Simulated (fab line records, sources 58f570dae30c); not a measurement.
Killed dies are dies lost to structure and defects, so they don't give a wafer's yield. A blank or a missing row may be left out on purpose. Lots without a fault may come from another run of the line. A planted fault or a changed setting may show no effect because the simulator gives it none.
Split-lot experiment | flow berkeley_cmos170 | 5 lots, 23 wafers read, on a route of 331 steps

THE SPLIT
At UCB170_NWELL_CVD_04 (deposits Si3N4 from SiH2Cl2/NH3, target thk 224 nm, time 3360 s), the setting nh3_flow_sccm was moved away from the recipe's 75 sccm on 15 of the 23 wafers read, by -6.7% to +10.5%. The other wafers ran this setting at the recipe's value.

FROM THE SPLIT TO THE READING: what the file shows between them, 5 steps
- UCB170_PWELL_CVD_05: deposits Si3N4 from SiH2Cl2/NH3, target thk 220 nm, time 3300 s (also split here: time_s)
- UCB170_PWELL_THK_MEAS_06
- UCB170_PWELL_HMDS_07: prime time 60 s
- UCB170_PWELL_COAT_08: resist thk 900 nm
- UCB170_PWELL_DEVELOP_12: develop time 45 s

THE READING
oes_product_au, in a.u., at UCB170_PWELL_ETCH_14 (etches Si3N4 in CH3F/Ar/O2, stops on SiO2, target depth 242 nm, time 151 s). Fault-free wafers of this fab line usually give 0.934 a.u., standard deviation 0.012 a.u..

wafer  | tool, chamber at the split | nh3_flow_sccm as run, sccm | against the recipe | oes_product_au, a.u. | against lot-mates on the recipe
L074.1 | -, -                       | 75                         | recipe             | 0.928                | -
L074.2 | -, -                       | 75                         | recipe             | 0.924                | -
L074.3 | -, -                       | 75                         | recipe             | 0.910                | -
L074.4 | -, -                       | 75                         | recipe             | 0.923                | -
L074.5 | -, -                       | 75                         | recipe             | 0.923                | -
L075.1 | -, -                       | 71.19                      | -5.1%              | 0.958                | no lot-mate on the recipe
L075.2 | -, -                       | 71.19                      | -5.1%              | 0.983                | no lot-mate on the recipe
L075.3 | -, -                       | 71.19                      | -5.1%              | 0.978                | no lot-mate on the recipe
L075.5 | -, -                       | 71.19                      | -5.1%              | 0.975                | no lot-mate on the recipe
L075.6 | -, -                       | 71.19                      | -5.1%              | 0.969                | no lot-mate on the recipe
L080.1 | lpcvd-02, 1                | 75                         | recipe             | 0.926                | -
L080.3 | lpcvd-02, 1                | 75                         | recipe             | 0.923                | -
L080.4 | lpcvd-02, 1                | 75                         | recipe             | 0.932                | -
L081.1 | -, -                       | 82.86                      | +10.5%             | 0.864                | no lot-mate on the recipe
L081.2 | -, -                       | 82.86                      | +10.5%             | 0.858                | no lot-mate on the recipe
L081.4 | -, -                       | 82.86                      | +10.5%             | 0.863                | no lot-mate on the recipe
L081.5 | -, -                       | 82.86                      | +10.5%             | 0.851                | no lot-mate on the recipe
L081.6 | -, -                       | 82.86                      | +10.5%             | 0.862                | no lot-mate on the recipe
L085.1 | -, -                       | 69.94                      | -6.7%              | 0.974                | no lot-mate on the recipe
L085.2 | -, -                       | 69.94                      | -6.7%              | 0.955                | no lot-mate on the recipe
L085.3 | -, -                       | 69.94                      | -6.7%              | 0.976                | no lot-mate on the recipe
L085.5 | -, -                       | 69.94                      | -6.7%              | 0.954                | no lot-mate on the recipe
L085.6 | -, -                       | 69.94                      | -6.7%              | 0.944                | no lot-mate on the recipe

THE FIT
A straight line over all 23 wafers: oes_product_au changes by -0.00643 a.u. for each +1% of nh3_flow_sccm; r = -0.96; the points scatter about the line by 0.012 a.u..
Too few moved wafers have a lot-mate on the recipe to fit a line with each lot's own level taken away.

THE FILE'S OWN FIT
oes_product_au changes by -0.00644 a.u. for each +1% of nh3_flow_sccm, r = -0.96.
